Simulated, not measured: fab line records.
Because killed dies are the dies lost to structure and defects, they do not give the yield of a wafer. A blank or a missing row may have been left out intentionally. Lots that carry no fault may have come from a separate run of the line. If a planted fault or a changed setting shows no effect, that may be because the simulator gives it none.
Which tool was responsible? -- flow berkeley-cmos170 -- 8 lots, 24 wafers sampled, at 3 steps of a route of 331

## WHAT THE GAUGES READ, wafer by wafer
UCB170_NSD_OVL_MEAS_07.
lot,measured,on,NSD_OVL (nm)
L786,day 7 14:53,overlay-02,-5 4 -6
L788,day 8 07:24,overlay-02,0 -2 -1
L792,day 9 02:29,overlay-01,-124 -139 -127
L793,day 9 08:02,overlay-01,-132 -128 -138
L795,day 9 17:29,overlay-01,-125 -131 -130
L799,day 10 17:44,overlay-02,5 -2 1
L805,day 11 04:44,overlay-01,-4 -4 -9
L806,day 12 04:50,overlay-02,-2 -3 -3

## WHICH TOOL RAN EACH LOT (tool, then ch and the chambers of the sampled wafers, then the start)
lot,UCB170_PSD_STRIP_09,UCB170_NSD_EXPOSE_03
L786,"plasma-asher-04 ch 0,1, day 7 11:57","krf-scanner-01 ch 0, day 7 13:44"
L788,"plasma-asher-02 ch 0,1, day 8 05:15","krf-scanner-02 ch 0, day 8 06:30"
L792,"plasma-asher-04 ch 0,1, day 8 23:45","krf-scanner-01 ch 0, day 9 02:01"
L793,"plasma-asher-02 ch 0,1, day 9 06:19","krf-scanner-01 ch 0, day 9 07:26"
L795,"plasma-asher-02 ch 0,1, day 9 15:31","krf-scanner-01 ch 0, day 9 16:23"
L799,"plasma-asher-02 ch 0,1, day 10 16:10","krf-scanner-02 ch 0, day 10 17:06"
L805,"plasma-asher-02 ch 0,1, day 11 03:06","krf-scanner-02 ch 0, day 11 04:13"
L806,"plasma-asher-01 ch 0,1, day 12 02:52","krf-scanner-02 ch 0, day 12 04:11"
- UCB170_PSD_STRIP_09: strips in O2.
- UCB170_NSD_EXPOSE_03: exposes mask NSELECT MOD, target cd 1200 nm.

## THE ANSWER, worked out from the rows above alone
Rule: usual is defined by the lots themselves. The widest of any qualifying gaps counts: lots, ordered by their means at a reading, are off when they make up no more than a third of the lots, leave a main group of 4 or more, and stand apart from it by 3 or more times the standard deviation of that group's means. A main group is skipped when, at the precision printed for the reading in the tables above, its means are all equal. A lot without any number at a reading at which 4 lots or more have one is off too. All remaining lots with rows at the step are treated as sound.
No lot is off at any reading shown: from this, nothing can be told.

## WHAT THE SIMULATOR PUT IN
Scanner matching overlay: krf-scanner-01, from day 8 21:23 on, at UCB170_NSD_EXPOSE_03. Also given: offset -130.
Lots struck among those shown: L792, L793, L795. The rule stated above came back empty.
